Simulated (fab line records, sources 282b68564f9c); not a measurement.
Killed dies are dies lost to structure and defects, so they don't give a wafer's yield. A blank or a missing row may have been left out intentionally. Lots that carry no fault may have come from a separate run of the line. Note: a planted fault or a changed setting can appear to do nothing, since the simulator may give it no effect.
Which tool was responsible? | flow ritCmos | 13 lots with 39 wafers sampled at 3 steps, on a route of 202 steps

== WHAT THE GAUGES SHOWED, per wafer ==
RIT_M1_RS_MEAS_01: measures by four-point-probe.
lot  | measured    | on           | M1_AL_RS (ohm/sq)
L585 | day 3 05:24 | filmMetro-03 | 0.0729 0.0734 0.0736
L586 | day 3 10:43 | filmMetro-03 | 0.0735 0.0727 0.0739
L587 | day 3 15:28 | filmMetro-01 | 0.0735 0.0743 0.0745
L588 | day 3 20:18 | filmMetro-04 | 0.0739 0.0733 0.0735
L589 | day 4 00:07 | filmMetro-01 | 0.0736 0.0746 0.0745
L590 | day 4 06:55 | filmMetro-04 | 0.0745 0.0737 0.0733
L595 | day 5 08:14 | filmMetro-04 | 0.0745 0.0739 0.0738
L596 | day 5 11:35 | filmMetro-03 | 0.0739 0.0471 0.0740
L598 | day 6 02:22 | filmMetro-01 | 0.0738 0.0738 0.0739
L602 | day 6 18:01 | filmMetro-01 | 0.0733 0.0736 0.0733
L604 | day 7 05:20 | filmMetro-01 | 0.0716 0.0727 0.0716
L605 | day 7 13:41 | filmMetro-04 | 0.0735 0.0737 0.0745
L607 | day 7 21:12 | filmMetro-01 | 0.0740 0.0734 0.0734

RIT_M1_THK_MEAS_02: measures by xrf.
lot  | measured    | on           | M1_AL_THK (nm)
L585 | day 3 05:30 | filmMetro-03 | 407 405 403
L586 | day 3 10:50 | filmMetro-03 | 406 407 401
L587 | day 3 15:35 | filmMetro-01 | 406 399 400
L588 | day 3 20:25 | filmMetro-04 | 404 406 404
L589 | day 4 00:14 | filmMetro-01 | 405 403 404
L590 | day 4 07:02 | filmMetro-04 | 399 402 407
L595 | day 5 08:21 | filmMetro-04 | 401 403 405
L596 | day 5 11:43 | filmMetro-03 | 404 627 402
L598 | day 6 02:28 | filmMetro-01 | 404 403 405
L602 | day 6 18:08 | filmMetro-01 | 406 407 409
L604 | day 7 05:26 | filmMetro-01 | 414 408 417
L605 | day 7 13:46 | filmMetro-04 | 404 405 400
L607 | day 7 21:19 | filmMetro-01 | 407 407 407

== EACH LOT AND THE TOOL THAT RAN IT (in order: tool; ch and the chambers of the sampled wafers; start) ==
lot  | RIT_M1_SPUTTER_00
L585 | pvdSputter-03, day 3 05:04
L586 | pvdSputter-03, day 3 10:25
L587 | pvdSputter-01, day 3 15:09
L588 | pvdSputter-03, day 3 20:01
L589 | pvdSputter-01, day 3 23:50
L590 | pvdSputter-03, day 4 06:38
L595 | pvdSputter-01, day 5 07:56
L596 | pvdSputter-03, day 5 11:18
L598 | pvdSputter-01, day 6 02:02
L602 | pvdSputter-01, day 6 17:43
L604 | pvdSputter-01, day 7 05:01
L605 | pvdSputter-02, day 7 13:20
L607 | pvdSputter-02, day 7 20:54
- RIT_M1_SPUTTER_00: material Al, target thk 400 nm, time 500 s.

== WHAT THE TOOLS THEMSELVES READ (means of the sampled wafers that have a number; where no wafer has one, the mark that the record gives instead) ==
RIT_M1_SPUTTER_00.
lot  | tool          | cathodeDcPowerW (W) | throttleValvePct (%)
L585 | pvdSputter-03 | 1999.5              | 29.4
L586 | pvdSputter-03 | 2000.1              | 29.3
L587 | pvdSputter-01 | 2000.0              | 29.9
L588 | pvdSputter-03 | 1999.9              | 29.7
L589 | pvdSputter-01 | 2000.1              | 29.6
L590 | pvdSputter-03 | 1999.9              | 29.6
L595 | pvdSputter-01 | 2000.1              | 30.8
L596 | pvdSputter-03 | 2374.8              | 29.4
L598 | pvdSputter-01 | 2000.4              | 30.2
L602 | pvdSputter-01 | 2000.2              | 30.2
L604 | pvdSputter-01 | 2000.1              | 30.5
L605 | pvdSputter-02 | 2000.2              | 30.5
L607 | pvdSputter-02 | 2000.0              | 30.1

== THE ANSWER, worked out from the rows above alone ==
Rule: the lots themselves supply what counts as usual. Put in order of their means at a reading, lots are off if they are a third of the lots or fewer, leave a main group of 4 or more, and stand apart from it by a gap of 3 or more times the standard deviation of the main group's means; of several such gaps the widest counts. The tables above print the reading to a certain number of digits; a main group whose means all agree to those digits is not used. Also off: a lot with no number at a reading for which 4 or more lots have one. Where the step has rows for the other lots, those lots are counted as sound. Order of review: gauges by route order, followed by the tools' own readings, for which a lot's mean as printed above is used. At the first step where some lot is off, the reading lying furthest off is the one used; lots without a number count as furthest.
Off: L596, at RIT_M1_RS_MEAS_01 (M1_AL_RS). Mean 0.0736 ohm/sq and standard deviation 0.00057 in the main group.
A tool fits if, at a process step before that reading, it ran every lot that is off, and no sound lot after the first of them. Not tried: the gauges at RIT_M1_RS_MEAS_01; whatever is off there is also off at RIT_M1_SPUTTER_00, on other tools, and gauge error can't account for it. One fits: pvdSputter-03 at RIT_M1_SPUTTER_00. A fault onset in the window from L590 (day 4 06:38, its last sound lot) to L596 (day 5 11:18, its first lot off) fits.
On the lots that are off, the tool's own readings at RIT_M1_SPUTTER_00 differ by more than 5 times the standard deviation of the sound lots' means, which bears it out; cathodeDcPowerW reads 2374.8 W there versus 2000.0 W on the sound lots.

== WHAT HAD BEEN PUT IN BY THE SIMULATOR ==
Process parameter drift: pvdSputter-03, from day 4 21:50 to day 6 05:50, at RIT_M1_SPUTTER_00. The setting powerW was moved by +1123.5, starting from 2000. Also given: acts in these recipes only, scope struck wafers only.
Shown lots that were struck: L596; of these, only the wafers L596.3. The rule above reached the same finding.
